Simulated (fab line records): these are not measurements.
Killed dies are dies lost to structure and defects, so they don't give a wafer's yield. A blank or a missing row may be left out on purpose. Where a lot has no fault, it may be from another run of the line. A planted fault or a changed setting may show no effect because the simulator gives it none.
fab line records -- flow berkeleyCmos170
record: lots: 5, wafers: 23
route steps=331 shown SDANNEAL@205 PSD@206 NSD@207 NLDD@209 M1@250 V1@254 V2@301 M3@310
startH: start of the lot's first displayed wafer, in hours after the record's first day -- waitH: hours since the lot's step before -- " same as the row above -- L1.1+2: several wafers, shown together as one row -- - no value present, or no start provided -- * or withheld: withheld -- < > ~ a bound
route shown NAME@n: a module of which the file shows steps, and the number in the route of the first -- usual: mean/standard deviation of fault-free wafers -- same: alike in all rows -- chamber/n: place in a boat -- sites: per-site readings -- _std_site: the values' standard deviation -- _edge_site: outer sites' mean less inner sites' -- radiusMm: for every site, how far away it sits from the centre of the wafer -- mask NAME#n: copy n -- behind: the tool/chamber that last shaped the wafer -- hold: the reason the lot was held/the length of the hold in hours/how it ended -- device: names the non-switching transistor (n, p or np) -- end of line: the route-end tests of the same wafers -- where a step has no rows: the recipe by itself -- killed: dies that structure and defects cost at the first sort, which is not the same as the wafer's yield -- map: per-die view of a wafer (x killed, . not killed, _ where there is no die)
set.NAME: the setting as run; set.NAME@STEP: as run at that earlier step -- model.NAME: the simulator's own value behind a step, which no gauge read
lots run with intentionally changed settings; tables by step, rows by wafer
== steps ==
step: UCB170_SDANNEAL_RTA_01
recipe: tempC: 1050, timeS: 5, ambient: N2
lot.wafer,tool,chamber,startH,waitH,set.timeS
L074.1+3+4+5+6,rtpAnneal-01,0,185.43,0.1,5
L076.1+6,rtpAnneal-01,0,211.45,0.1,5.625
L076.2+4+5,rtpAnneal-01,0,211.45,0.1,5
L077.1+4+5,rtpAnneal-02,0,224.63,0.1,5
L077.3+6,rtpAnneal-02,0,224.63,0.1,5.679
L080.1+4+6,rtpAnneal-02,0,246.57,0.1,5
L080.2+5,rtpAnneal-02,0,246.57,0.1,4.543
L085.1+4+5,rtpAnneal-02,0,247.10,0.1,5
step: UCB170_SDANNEAL_RS_MEAS_02
recipe: thkMeasGauge: four-point-probe
usual: PSD_RS: 75.5/0.31
lot.wafer,tool,chamber,startH,waitH,set.timeS@SDANNEAL_RTA_01,PSD_RS[ohm/sq]
L074.1,filmMetro-04,-,185.49,0.0,5,75.9
L074.3,filmMetro-04,-,185.49,0.0,5,75.6
L074.4,filmMetro-04,-,185.49,0.0,5,75.5
L074.5,filmMetro-04,-,185.49,0.0,5,75.7
L074.6,filmMetro-04,-,185.49,0.0,5,75.5
L076.1,filmMetro-01,-,211.51,0.0,5.625,73.4
L076.2,filmMetro-01,-,211.51,0.0,5,75.4
L076.4,filmMetro-01,-,211.51,0.0,5,75.5
L076.5,filmMetro-01,-,211.51,0.0,5,75.6
L076.6,filmMetro-01,-,211.51,0.0,5.625,73.7
L077.1,filmMetro-04,-,224.68,0.0,5,75.8
L077.3,filmMetro-04,-,224.68,0.0,5.679,73.2
L077.4,filmMetro-04,-,224.68,0.0,5,75.3
L077.5,filmMetro-04,-,224.68,0.0,5,75.7
L077.6,filmMetro-04,-,224.68,0.0,5.679,73.4
L080.1,filmMetro-02,-,246.62,0.0,5,75.6
L080.2,filmMetro-02,-,246.62,0.0,4.543,77.0
L080.4,filmMetro-02,-,246.62,0.0,5,75.4
L080.5,filmMetro-02,-,246.62,0.0,4.543,77.2
L080.6,filmMetro-02,-,246.62,0.0,5,75.3
L085.1,filmMetro-02,-,247.16,0.0,5,75.6
L085.4,filmMetro-02,-,247.16,0.0,5,75.7
L085.5,filmMetro-02,-,247.16,0.0,5,75.4
step: UCB170_SDANNEAL_RS_MEAS_03
recipe: thkMeasGauge: four-point-probe
usual: NSD_RS: 37.25/0.092
lot.wafer,tool,chamber,startH,waitH,set.timeS@SDANNEAL_RTA_01,NSD_RS[ohm/sq]
L074.1,filmMetro-04,-,185.61,0.1,5,37.13
L074.3,filmMetro-04,-,185.61,0.1,5,37.20
L074.4,filmMetro-04,-,185.61,0.1,5,37.16
L074.5,filmMetro-04,-,185.61,0.1,5,37.18
L074.6,filmMetro-04,-,185.61,0.1,5,37.24
L076.1,filmMetro-01,-,211.63,0.1,5.625,36.91
L076.2,filmMetro-01,-,211.63,0.1,5,37.28
L076.4,filmMetro-01,-,211.63,0.1,5,37.28
L076.5,filmMetro-01,-,211.63,0.1,5,37.30
L076.6,filmMetro-01,-,211.63,0.1,5.625,36.95
L077.1,filmMetro-04,-,224.80,0.1,5,37.38
L077.3,filmMetro-04,-,224.80,0.1,5.679,36.88
L077.4,filmMetro-04,-,224.80,0.1,5,37.28
L077.5,filmMetro-04,-,224.80,0.1,5,37.32
L077.6,filmMetro-04,-,224.80,0.1,5.679,36.97
L080.1,filmMetro-02,-,246.74,0.1,5,37.41
L080.2,filmMetro-02,-,246.74,0.1,4.543,37.53
L080.4,filmMetro-02,-,246.74,0.1,5,37.37
L080.5,filmMetro-02,-,246.74,0.1,4.543,37.65
L080.6,filmMetro-02,-,246.74,0.1,5,37.26
L085.1,filmMetro-02,-,247.28,0.1,5,37.24
L085.4,filmMetro-02,-,247.28,0.1,5,37.38
L085.5,filmMetro-02,-,247.28,0.1,5,37.21
step: UCB170_SDANNEAL_RS_MEAS_05
recipe: thkMeasGauge: four-point-probe
usual: NLDD_RS: 615.7/1.7
lot.wafer,tool,chamber,startH,waitH,set.doseCm2@NLDD_IMPLANT_08,NLDD_RS[ohm/sq]
L074.1,filmMetro-04,-,185.85,0.1,4.904e+13,622.2
L074.3,filmMetro-04,-,185.85,0.1,5e+13,616.9
L074.4,filmMetro-04,-,185.85,0.1,5e+13,617.0
L074.5,filmMetro-04,-,185.85,0.1,5e+13,615.8
L074.6,filmMetro-04,-,185.85,0.1,4.904e+13,622.1
L076.1,filmMetro-01,-,211.87,0.1,4.688e+13,630.4
L076.2,filmMetro-01,-,211.87,0.1,4.688e+13,631.0
L076.4,filmMetro-01,-,211.87,0.1,5e+13,617.4
L076.5,filmMetro-01,-,211.87,0.1,5e+13,616.3
L076.6,filmMetro-01,-,211.87,0.1,4.688e+13,629.6
L077.1,filmMetro-04,-,225.04,0.1,5e+13,616.2
L077.3,filmMetro-04,-,225.04,0.1,5.263e+13,603.7
L077.4,filmMetro-04,-,225.04,0.1,5.263e+13,604.1
L077.5,filmMetro-04,-,225.04,0.1,5e+13,616.1
L077.6,filmMetro-04,-,225.04,0.1,5e+13,614.6
L080.1,filmMetro-02,-,246.98,0.1,4.632e+13,631.1
L080.2,filmMetro-02,-,246.98,0.1,4.632e+13,630.7
L080.4,filmMetro-02,-,246.98,0.1,5e+13,614.9
L080.5,filmMetro-02,-,246.98,0.1,5e+13,614.3
L080.6,filmMetro-02,-,246.98,0.1,5e+13,615.5
L085.1,filmMetro-02,-,247.52,0.1,5e+13,615.0
L085.4,filmMetro-02,-,247.52,0.1,5e+13,616.2
L085.5,filmMetro-02,-,247.52,0.1,5e+13,615.6
step: UCB170_M1_METAL_ETCH_12
recipe: chemistry: Cl2/BCl3, target: Al, stopOn: PSG, pressureMtorr: 12, targetDepthA: 7800, overEtchFrac: 0.3, timeS: 130, icpW: 600, biasW: 120, Cl2_flow_sccm: 90, bcl3FlowSccm: 45
lot.wafer,tool,chamber,startH,waitH,set.timeS,model.KrF_of_M1_COAT_04.thkNm
L074.1,rieMetal-01,1,193.54,-,119.1,459.3
L074.3,rieMetal-01,0,193.54,-,130,439.7
L074.4,rieMetal-01,1,193.54,-,130,416.1
L074.5,rieMetal-01,1,193.54,-,119.1,458.3
L074.6,rieMetal-01,0,193.54,-,119.1,471.4
L076.1,rieMetal-04,1,218.85,-,130,442.1
L076.2,rieMetal-04,0,218.85,-,139,424.1
L076.4,rieMetal-04,1,218.85,-,130,441.4
L076.5,rieMetal-04,0,218.85,-,130,450.7
L076.6,rieMetal-04,1,218.85,-,139,407.1
L077.1,rieMetal-02,1,233.47,-,130,432.1
L077.3,rieMetal-02,0,233.47,-,130,418.1
L077.4,rieMetal-02,1,233.47,-,130,433.9
L077.5,rieMetal-02,0,233.47,-,130,415.3
L077.6,rieMetal-02,1,233.47,-,130,435.9
L085.1,rieMetal-02,1,256.77,-,130,435.6
L085.4,rieMetal-02,1,256.77,-,130,439.6
L085.5,rieMetal-02,1,256.77,-,130,434.6
L080.1,rieMetal-04,0,257.41,-,130,454.4
L080.2,rieMetal-04,1,257.41,-,130,447.2
L080.4,rieMetal-04,0,257.41,-,130,457.1
L080.5,rieMetal-04,0,257.41,-,141.6,417.8
L080.6,rieMetal-04,1,257.41,-,141.6,409.8
step: UCB170_V1_CVD_00
recipe: material: SiO2, targetThkNm: 2000, tempC: 390, precursor: TEOS/O2, timeS: 250, rfW: 550, pressureMtorr: 9000
lot.wafer,tool,chamber,startH,waitH,set.timeS,model.SiO2_of_V1_CVD_00.thkNm
L074.1,pecvd-03,0,195.55,0.0,265.5,2053
L074.3,pecvd-03,1,195.55,0.0,250,2029
L074.4,pecvd-03,2,195.55,0.0,265.5,2138
L074.5,pecvd-03,1,195.55,0.0,250,2038
L074.6,pecvd-03,0,195.55,0.0,265.5,2110
L076.1,pecvd-03,1,221.53,0.0,238.8,1959
L076.2,pecvd-03,0,221.53,0.0,250,1958
L076.4,pecvd-03,2,221.53,0.0,238.8,1946
L076.5,pecvd-03,0,221.53,0.0,250,1998
L076.6,pecvd-03,1,221.53,0.0,250,2109
L077.1,pecvd-01,2,235.16,0.0,250,1994
L077.3,pecvd-01,1,235.16,0.0,218.5,1742
L077.4,pecvd-01,2,235.16,0.0,218.5,1749
L077.5,pecvd-01,0,235.16,0.0,250,1981
L077.6,pecvd-01,1,235.16,0.0,218.5,1772
L085.1,pecvd-03,2,258.79,0.2,250,1961
L085.4,pecvd-03,0,258.79,0.2,250,1968
L085.5,pecvd-03,1,258.79,0.2,250,2003
L080.1,pecvd-03,2,259.97,0.0,250,1981
L080.2,pecvd-03,0,259.97,0.0,224.7,1751
L080.4,pecvd-03,1,259.97,0.0,250,2031
L080.5,pecvd-03,2,259.97,0.0,250,1999
L080.6,pecvd-03,0,259.97,0.0,224.7,1767
step: UCB170_V1_THK_MEAS_01
recipe: reads: SiO2_of_V1_CVD_00
usual: V1_TEOS_THK: 1995/32
lot.wafer,tool,chamber,startH,waitH,set.timeS@V1_CVD_00,V1_TEOS_THK[nm]
L074.1,filmMetro-03,-,195.70,0.1,265.5,2053
L074.3,filmMetro-03,-,195.70,0.1,250,2028
L074.4,filmMetro-03,-,195.70,0.1,265.5,2140
L074.5,filmMetro-03,-,195.70,0.1,250,2038
L074.6,filmMetro-03,-,195.70,0.1,265.5,2108
L076.1,filmMetro-01,-,221.69,0.1,238.8,1960
L076.2,filmMetro-01,-,221.69,0.1,250,1959
L076.4,filmMetro-01,-,221.69,0.1,238.8,1946
L076.5,filmMetro-01,-,221.69,0.1,250,1997
L076.6,filmMetro-01,-,221.69,0.1,250,2109
L077.1,filmMetro-02,-,235.31,0.1,250,1995
L077.3,filmMetro-02,-,235.31,0.1,218.5,1742
L077.4,filmMetro-02,-,235.31,0.1,218.5,1750
L077.5,filmMetro-02,-,235.31,0.1,250,1982
L077.6,filmMetro-02,-,235.31,0.1,218.5,1773
L085.1,filmMetro-02,-,258.95,0.1,250,1960
L085.4,filmMetro-02,-,258.95,0.1,250,1968
L085.5,filmMetro-02,-,258.95,0.1,250,2003
L080.1,filmMetro-02,-,260.13,0.1,250,1982
L080.2,filmMetro-02,-,260.13,0.1,224.7,1752
L080.4,filmMetro-02,-,260.13,0.1,250,2032
L080.5,filmMetro-02,-,260.13,0.1,250,1999
L080.6,filmMetro-02,-,260.13,0.1,224.7,1767
step: UCB170_V1_PEB_10
recipe: pebTempC: 130, pebTimeS: withheld, resist: KrF
lot.wafer,tool,chamber,startH,waitH,set.pebTempC
L074.1+6,lithoTrack-02,0,197.28,0.1,133.1
L074.3+4+5,lithoTrack-02,0,197.28,0.1,130
L076.1+2+4+5+6,lithoTrack-02,0,223.82,0.6,130
L077.1+4+5,lithoTrack-02,0,238.48,0.1,130
L077.3+6,lithoTrack-02,0,238.48,0.1,132.1
L085.1+4+5,lithoTrack-03,0,-,-,130
L080.1+2+4+5+6,lithoTrack-03,0,-,-,130
step: UCB170_V1_DEVELOP_11
recipe: developer: TMAH, developTimeS: 45, resist: KrF, devTempC: 21
step: UCB170_V1_CD_MEAS_12
recipe: targetCdNm: 700
usual: cdNm: 700.2/1.4
lot.wafer,tool,chamber,startH,waitH,set.pebTempC@V1_PEB_10,cdNm
L074.1,cdSem-01,-,197.56,-,133.1,718.9
L074.3,cdSem-01,-,197.56,-,130,700.5
L074.4,cdSem-01,-,197.56,-,130,699.7
L074.5,cdSem-01,-,197.56,-,130,699.9
L074.6,cdSem-01,-,197.56,-,133.1,718.7
L076.1,cdSem-02,-,224.09,-,130,700.2
L076.2,cdSem-02,-,224.09,-,130,700.6
L076.4,cdSem-02,-,224.09,-,130,698.0
L076.5,cdSem-02,-,224.09,-,130,698.4
L076.6,cdSem-02,-,224.09,-,130,699.1
L077.1,cdSem-02,-,238.75,-,130,697.9
L077.3,cdSem-02,-,238.75,-,132.1,711.4
L077.4,cdSem-02,-,238.75,-,130,698.3
L077.5,cdSem-02,-,238.75,-,130,698.9
L077.6,cdSem-02,-,238.75,-,132.1,711.2
L085.1,cdSem-02,-,264.87,-,130,702.0
L085.4,cdSem-02,-,264.87,-,130,700.6
L085.5,cdSem-02,-,264.87,-,130,699.4
L080.1,cdSem-01,-,265.15,-,130,701.8
L080.2,cdSem-01,-,265.15,-,130,701.4
L080.4,cdSem-01,-,265.15,-,130,702.4
L080.5,cdSem-01,-,265.15,-,130,701.5
L080.6,cdSem-01,-,265.15,-,130,701.0
step: UCB170_V1_ETCH_14
recipe: chemistry: CHF3/CF4/Ar, target: SiO2, stopOn: Al, CHF3_flow_sccm: 45, cf4FlowSccm: 15, Ar_flow_sccm: 150, pressureMtorr: 200, rfW: 700, targetDepthA: 12500, overEtchFrac: 0.25, timeS: 291
lot.wafer,tool,chamber,startH,waitH,set.pebTempC@V1_PEB_10,model.V1.cdNm
L074.1+6,rieDiel-04,2,197.71,0.0,133.1,718.1
L074.3,rieDiel-04,0,197.71,0.0,130,699
L074.4,rieDiel-04,0,197.71,0.0,130,697.8
L074.5,rieDiel-04,3,197.71,0.0,130,699.7
L076.1,rieDiel-03,1,224.25,0.0,130,699.5
L076.2,rieDiel-03,3,224.25,0.0,130,701.7
L076.4,rieDiel-03,0,224.25,0.0,130,698.8
L076.5,rieDiel-03,3,224.25,0.0,130,698.5
L076.6,rieDiel-03,0,224.25,0.0,130,700.4
L077.1,rieDiel-04,3,238.91,0.0,130,698.5
L077.3,rieDiel-04,1,238.91,0.0,132.1,711.9
L077.4,rieDiel-04,0,238.91,0.0,130,697.8
L077.5,rieDiel-04,0,238.91,0.0,130,697.3
L077.6,rieDiel-04,1,238.91,0.0,132.1,711.7
L085.1,rieDiel-02,3,265.03,0.0,130,702.3
L085.4,rieDiel-02,1,265.03,0.0,130,700.6
L085.5,rieDiel-02,1,265.03,0.0,130,700.5
L080.1,rieDiel-04,0,265.31,0.0,130,702.3
L080.2,rieDiel-04,2,265.31,0.0,130,702
L080.4,rieDiel-04,3,265.31,0.0,130,702.2
L080.5,rieDiel-04,1,265.31,0.0,130,702.8
L080.6,rieDiel-04,0,265.31,0.0,130,700.9
step: UCB170_V1_STRIP_15
recipe: chemistry: O2, powerW: 400, pressureMtorr: 3500, platenTempC: withheld, o2FlowSccm: 400, overashFraction: 0.5
step: UCB170_V1_CD_MEAS_90
recipe: targetCdNm: 700
usual: cdNm: 700.2/1.6
lot.wafer,tool,chamber,startH,waitH,set.pebTempC@V1_PEB_10,cdNm
L074.1,cdSem-02,-,197.99,0.1,133.1,718.0
L074.3,cdSem-02,-,197.99,0.1,130,699.0
L074.4,cdSem-02,-,197.99,0.1,130,697.8
L074.5,cdSem-02,-,197.99,0.1,130,700.0
L074.6,cdSem-02,-,197.99,0.1,133.1,718.2
L076.1,cdSem-01,-,224.53,0.1,130,699.2
L076.2,cdSem-01,-,224.53,0.1,130,701.6
L076.4,cdSem-01,-,224.53,0.1,130,698.7
L076.5,cdSem-01,-,224.53,0.1,130,698.2
L076.6,cdSem-01,-,224.53,0.1,130,700.3
L077.1,cdSem-01,-,239.19,0.1,130,698.6
L077.3,cdSem-01,-,239.19,0.1,132.1,712.2
L077.4,cdSem-01,-,239.19,0.1,130,698.0
L077.5,cdSem-01,-,239.19,0.1,130,697.4
L077.6,cdSem-01,-,239.19,0.1,132.1,711.9
L085.1,cdSem-01,-,265.30,0.1,130,702.0
L085.4,cdSem-01,-,265.30,0.1,130,700.5
L085.5,cdSem-01,-,265.30,0.1,130,700.9
L080.1,cdSem-01,-,265.66,0.1,130,702.1
L080.2,cdSem-01,-,265.66,0.1,130,702.4
L080.4,cdSem-01,-,265.66,0.1,130,702.1
L080.5,cdSem-01,-,265.66,0.1,130,702.7
L080.6,cdSem-01,-,265.66,0.1,130,700.5
step: UCB170_V2_EXPOSE_09
recipe: maskId: VIA2, targetCdNm: 700, na: 0.5, sigmaOuter: 0.6, sourceShape: conventional, doseMj: 37
lot.wafer,tool,chamber,startH,waitH,mask,set.doseMj
L074.1+4+5,krfScanner-01,0,202.44,0.2,VIA2#0,38.44
L074.3+6,krfScanner-01,0,202.44,0.2,VIA2#0,37
L076.1+6,krfScanner-02,0,229.94,0.2,VIA2#0,35.29
L076.2+4+5,krfScanner-02,0,229.94,0.2,VIA2#0,37
L077.1+3+4+5+6,krfScanner-01,0,245.90,0.2,VIA2#0,37
L085.1+4+5,krfScanner-02,0,276.75,0.1,VIA2#0,37
L080.1+2,krfScanner-02,0,276.99,0.3,VIA2#0,37
L080.4+5+6,krfScanner-02,0,276.99,0.3,VIA2#0,38.85
step: UCB170_V2_PEB_10
recipe: pebTempC: 130, pebTimeS: withheld, resist: KrF
step: UCB170_V2_DEVELOP_11
recipe: developer: TMAH, developTimeS: 45, resist: KrF, devTempC: 21
step: UCB170_V2_CD_MEAS_12
recipe: targetCdNm: 700
usual: cdNm: 699.7/1.7
lot.wafer,tool,chamber,startH,waitH,set.doseMj@V2_EXPOSE_09,cdNm
L074.1,cdSem-01,-,202.83,-,38.44,706.0
L074.3,cdSem-01,-,202.83,-,37,697.3
L074.4,cdSem-01,-,202.83,-,38.44,703.9
L074.5,cdSem-01,-,202.83,-,38.44,705.3
L074.6,cdSem-01,-,202.83,-,37,699.6
L076.1,cdSem-01,-,230.92,-,35.29,690.0
L076.2,cdSem-01,-,230.92,-,37,698.9
L076.4,cdSem-01,-,230.92,-,37,697.7
L076.5,cdSem-01,-,230.92,-,37,698.0
L076.6,cdSem-01,-,230.92,-,35.29,690.8
L077.1,cdSem-02,-,247.04,-,37,702.6
L077.3,cdSem-02,-,247.04,-,37,703.0
L077.4,cdSem-02,-,247.04,-,37,702.5
L077.5,cdSem-02,-,247.04,-,37,704.2
L077.6,cdSem-02,-,247.04,-,37,703.8
L085.1,cdSem-01,-,277.63,-,37,703.6
L085.4,cdSem-01,-,277.63,-,37,701.2
L085.5,cdSem-01,-,277.63,-,37,702.9
L080.1,cdSem-01,-,277.90,-,37,700.6
L080.2,cdSem-01,-,277.90,-,37,698.1
L080.4,cdSem-01,-,277.90,-,38.85,706.9
L080.5,cdSem-01,-,277.90,-,38.85,707.5
L080.6,cdSem-01,-,277.90,-,38.85,706.2
step: UCB170_V2_ETCH_14
recipe: chemistry: CHF3/CF4/Ar, target: SiO2, stopOn: Al, CHF3_flow_sccm: 45, cf4FlowSccm: 15, Ar_flow_sccm: 150, pressureMtorr: 200, rfW: 712.4, targetDepthA: 12500, overEtchFrac: 0.25, timeS: 291
lot.wafer,tool,chamber,startH,waitH,set.doseMj@V2_EXPOSE_09,model.V2.cdNm
L074.1,rieDiel-04,2,202.99,0.0,38.44,707
L074.3,rieDiel-04,3,202.99,0.0,37,699.9
L074.4,rieDiel-04,0,202.99,0.0,38.44,703.6
L074.5,rieDiel-04,3,202.99,0.0,38.44,708.2
L074.6,rieDiel-04,2,202.99,0.0,37,700.2
L076.1,rieDiel-04,1,231.07,0.0,35.29,691.5
L076.2,rieDiel-04,3,231.07,0.0,37,701.4
L076.4,rieDiel-04,0,231.07,0.0,37,698
L076.5,rieDiel-04,1,231.07,0.0,37,698.8
L076.6,rieDiel-04,2,231.07,0.0,35.29,691.7
L077.1+3,rieDiel-04,"2,1",247.19,0.0,37,703.2
L077.4,rieDiel-04,1,247.19,0.0,37,702.4
L077.5,rieDiel-04,2,247.19,0.0,37,703.8
L077.6,rieDiel-04,0,247.19,0.0,37,702.7
L085.1,rieDiel-04,0,277.79,0.0,37,703.6
L085.4,rieDiel-04,2,277.79,0.0,37,701.3
L085.5,rieDiel-04,0,277.79,0.0,37,702.5
L080.1,rieDiel-03,0,278.06,0.0,37,701.9
L080.2,rieDiel-03,1,278.06,0.0,37,696.9
L080.4,rieDiel-03,3,278.06,0.0,38.85,709.2
L080.5,rieDiel-03,2,278.06,0.0,38.85,707.3
L080.6,rieDiel-03,1,278.06,0.0,38.85,705.1
step: UCB170_V2_STRIP_15
recipe: chemistry: O2, powerW: 400, pressureMtorr: 3500, platenTempC: withheld, o2FlowSccm: 400, overashFraction: 0.5
step: UCB170_V2_CD_MEAS_90
recipe: targetCdNm: 700
usual: cdNm: 700.2/1.8
lot.wafer,tool,chamber,startH,waitH,set.doseMj@V2_EXPOSE_09,cdNm
L074.1,cdSem-02,-,203.27,0.1,38.44,706.2
L074.3,cdSem-02,-,203.27,0.1,37,699.6
L074.4,cdSem-02,-,203.27,0.1,38.44,703.6
L074.5,cdSem-02,-,203.27,0.1,38.44,708.3
L074.6,cdSem-02,-,203.27,0.1,37,700.4
L076.1,cdSem-01,-,231.35,0.1,35.29,691.2
L076.2,cdSem-01,-,231.35,0.1,37,701.6
L076.4,cdSem-01,-,231.35,0.1,37,697.8
L076.5,cdSem-01,-,231.35,0.1,37,699.0
L076.6,cdSem-01,-,231.35,0.1,35.29,691.7
L077.1,cdSem-01,-,247.47,0.1,37,703.3
L077.3,cdSem-01,-,247.47,0.1,37,703.0
L077.4,cdSem-01,-,247.47,0.1,37,702.6
L077.5,cdSem-01,-,247.47,0.1,37,703.8
L077.6,cdSem-01,-,247.47,0.1,37,702.4
L085.1,cdSem-02,-,278.09,0.1,37,703.8
L085.4,cdSem-02,-,278.09,0.1,37,701.4
L085.5,cdSem-02,-,278.09,0.1,37,702.3
L080.1,cdSem-01,-,278.42,0.1,37,701.8
L080.2,cdSem-01,-,278.42,0.1,37,696.8
L080.4,cdSem-01,-,278.42,0.1,38.85,709.2
L080.5,cdSem-01,-,278.42,0.1,38.85,707.5
L080.6,cdSem-01,-,278.42,0.1,38.85,705.2
step: UCB170_M3_SPUTTER_01
recipe: material: Al, targetThkNm: 900, timeS: 120, powerW: 6000, chamberPressurePa: 0.5
lot.wafer,tool,chamber,startH,waitH,set.powerW,model.Al_of_M3_SPUTTER_01.thkNm
L074.1,pvdSputter-03,-,203.45,0.0,5305,786.3
L074.3,pvdSputter-03,-,203.45,0.0,6000,896.6
L074.4,pvdSputter-03,-,203.45,0.0,6000,891.9
L074.5,pvdSputter-03,-,203.45,0.0,5305,782.5
L074.6,pvdSputter-03,-,203.45,0.0,6000,894
L076.1,pvdSputter-03,-,231.54,0.0,5506,819.3
L076.2,pvdSputter-03,-,231.54,0.0,6000,899.2
L076.4,pvdSputter-03,-,231.54,0.0,5506,821.7
L076.5,pvdSputter-03,-,231.54,0.0,6000,892.2
L076.6,pvdSputter-03,-,231.54,0.0,5506,821.6
L077.1,pvdSputter-03,-,247.66,0.0,6000,889.6
L077.3,pvdSputter-03,-,247.66,0.0,6000,903.3
L077.4,pvdSputter-03,-,247.66,0.0,5448,816.4
L077.5,pvdSputter-03,-,247.66,0.0,5448,810.6
L077.6,pvdSputter-03,-,247.66,0.0,5448,813.7
L085.1,pvdSputter-03,-,278.28,0.0,6000,911.1
L085.4,pvdSputter-03,-,278.28,0.0,6000,892.5
L085.5,pvdSputter-03,-,278.28,0.0,6000,911.8
L080.1,pvdSputter-04,-,278.61,0.0,6000,909.7
L080.2,pvdSputter-04,-,278.61,0.0,6000,890.3
L080.4,pvdSputter-04,-,278.61,0.0,6000,890.1
L080.5,pvdSputter-04,-,278.61,0.0,6000,907.8
L080.6,pvdSputter-04,-,278.61,0.0,6000,894.2
step: UCB170_M3_RS_MEAS_02
recipe: thkMeasGauge: four-point-probe, reads: Al_of_M3_SPUTTER_01
usual: M3_AL_RS: 0.0324/0.00034
lot.wafer,tool,chamber,startH,waitH,set.powerW@M3_SPUTTER_01,M3_AL_RS[ohm/sq]
L074.1,filmMetro-02,-,203.54,0.0,5305,0.0368
L074.3,filmMetro-02,-,203.54,0.0,6000,0.0323
L074.4,filmMetro-02,-,203.54,0.0,6000,0.0324
L074.5,filmMetro-02,-,203.54,0.0,5305,0.0370
L074.6,filmMetro-02,-,203.54,0.0,6000,0.0324
L076.1,filmMetro-01,-,231.62,0.0,5506,0.0354
L076.2,filmMetro-01,-,231.62,0.0,6000,0.0322
L076.4,filmMetro-01,-,231.62,0.0,5506,0.0352
L076.5,filmMetro-01,-,231.62,0.0,6000,0.0324
L076.6,filmMetro-01,-,231.62,0.0,5506,0.0353
L077.1,filmMetro-01,-,247.74,0.0,6000,0.0326
L077.3,filmMetro-01,-,247.74,0.0,6000,0.0321
L077.4,filmMetro-01,-,247.74,0.0,5448,0.0355
L077.5,filmMetro-01,-,247.74,0.0,5448,0.0358
L077.6,filmMetro-01,-,247.74,0.0,5448,0.0356
L085.1,filmMetro-04,-,278.36,0.0,6000,0.0317
L085.4,filmMetro-04,-,278.36,0.0,6000,0.0324
L085.5,filmMetro-04,-,278.36,0.0,6000,0.0317
L080.1,filmMetro-01,-,278.69,0.0,6000,0.0318
L080.2,filmMetro-01,-,278.69,0.0,6000,0.0325
L080.4,filmMetro-01,-,278.69,0.0,6000,0.0325
L080.5,filmMetro-01,-,278.69,0.0,6000,0.0319
L080.6,filmMetro-01,-,278.69,0.0,6000,0.0324
step: UCB170_M3_THK_MEAS_03
recipe: thkMeasGauge: xrf, reads: Al_of_M3_SPUTTER_01
usual: M3_AL_THK: 894/9.7
lot.wafer,tool,chamber,startH,waitH,set.powerW@M3_SPUTTER_01,M3_AL_THK[nm]
L074.1,filmMetro-02,-,203.66,0.1,5305,790
L074.3,filmMetro-02,-,203.66,0.1,6000,895
L074.4,filmMetro-02,-,203.66,0.1,6000,898
L074.5,filmMetro-02,-,203.66,0.1,5305,787
L074.6,filmMetro-02,-,203.66,0.1,6000,899
L076.1,filmMetro-01,-,231.74,0.1,5506,820
L076.2,filmMetro-01,-,231.74,0.1,6000,898
L076.4,filmMetro-01,-,231.74,0.1,5506,816
L076.5,filmMetro-01,-,231.74,0.1,6000,892
L076.6,filmMetro-01,-,231.74,0.1,5506,817
L077.1,filmMetro-01,-,247.86,0.1,6000,890
L077.3,filmMetro-01,-,247.86,0.1,6000,904
L077.4,filmMetro-01,-,247.86,0.1,5448,815
L077.5,filmMetro-01,-,247.86,0.1,5448,816
L077.6,filmMetro-01,-,247.86,0.1,5448,814
L085.1,filmMetro-04,-,278.48,0.1,6000,914
L085.4,filmMetro-04,-,278.48,0.1,6000,893
L085.5,filmMetro-04,-,278.48,0.1,6000,916
L080.1,filmMetro-01,-,278.81,0.1,6000,906
L080.2,filmMetro-01,-,278.81,0.1,6000,893
L080.4,filmMetro-01,-,278.81,0.1,6000,890
L080.5,filmMetro-01,-,278.81,0.1,6000,907
L080.6,filmMetro-01,-,278.81,0.1,6000,898
== key ==
split: step: UCB170_SDANNEAL_RTA_01, setting: timeS, stated: 5, by: wafer
response: step: UCB170_SDANNEAL_RS_MEAS_02, reading: PSD_RS, change: -0.166, per: 1%, r: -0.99
response: step: UCB170_SDANNEAL_RS_MEAS_03, reading: NSD_RS, change: -0.0285, per: 1%, r: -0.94
split: step: UCB170_M1_METAL_ETCH_12, setting: timeS, stated: 130, by: wafer
response: step: UCB170_M1_METAL_ETCH_12, reading: model.KrF_of_M1_COAT_04.thkNm, change: -4.27, per: 1%, r: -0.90
split: step: UCB170_V1_CVD_00, setting: timeS, stated: 250, by: wafer
response: step: UCB170_V1_CVD_00, reading: model.SiO2_of_V1_CVD_00.thkNm, change: +19.2, per: 1%, r: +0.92
response: step: UCB170_V1_THK_MEAS_01, reading: V1_TEOS_THK, change: +19.2, per: 1%, r: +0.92
split: step: UCB170_V1_PEB_10, setting: pebTempC, stated: 130, by: wafer
response: step: UCB170_V1_CD_MEAS_12, reading: cdNm, change: +7.91, per: 1%, r: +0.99
response: step: UCB170_V1_ETCH_14, reading: model.V1.cdNm, change: +8.26, per: 1%, r: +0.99
response: step: UCB170_V1_CD_MEAS_90, reading: cdNm, change: +8.24, per: 1%, r: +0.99
split: step: UCB170_V2_EXPOSE_09, setting: doseMj, stated: 37, by: wafer
response: step: UCB170_V2_CD_MEAS_12, reading: cdNm, change: +1.61, per: 1%, r: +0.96
response: step: UCB170_V2_ETCH_14, reading: model.V2.cdNm, change: +1.61, per: 1%, r: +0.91
response: step: UCB170_V2_CD_MEAS_90, reading: cdNm, change: +1.63, per: 1%, r: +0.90
split: step: UCB170_M3_SPUTTER_01, setting: powerW, stated: 6000, by: wafer
response: step: UCB170_M3_SPUTTER_01, reading: model.Al_of_M3_SPUTTER_01.thkNm, change: +9.25, per: 1%, r: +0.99
response: step: UCB170_M3_RS_MEAS_02, reading: M3_AL_RS, change: -0.000376, per: 1%, r: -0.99
response: step: UCB170_M3_THK_MEAS_03, reading: M3_AL_THK, change: +9.28, per: 1%, r: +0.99
split outsideThisFile step=UCB170_NLDD_IMPLANT_08 setting=doseCm2
split outsideThisFile: this setting was split too, and the file shows its column; the key of that split is in another file
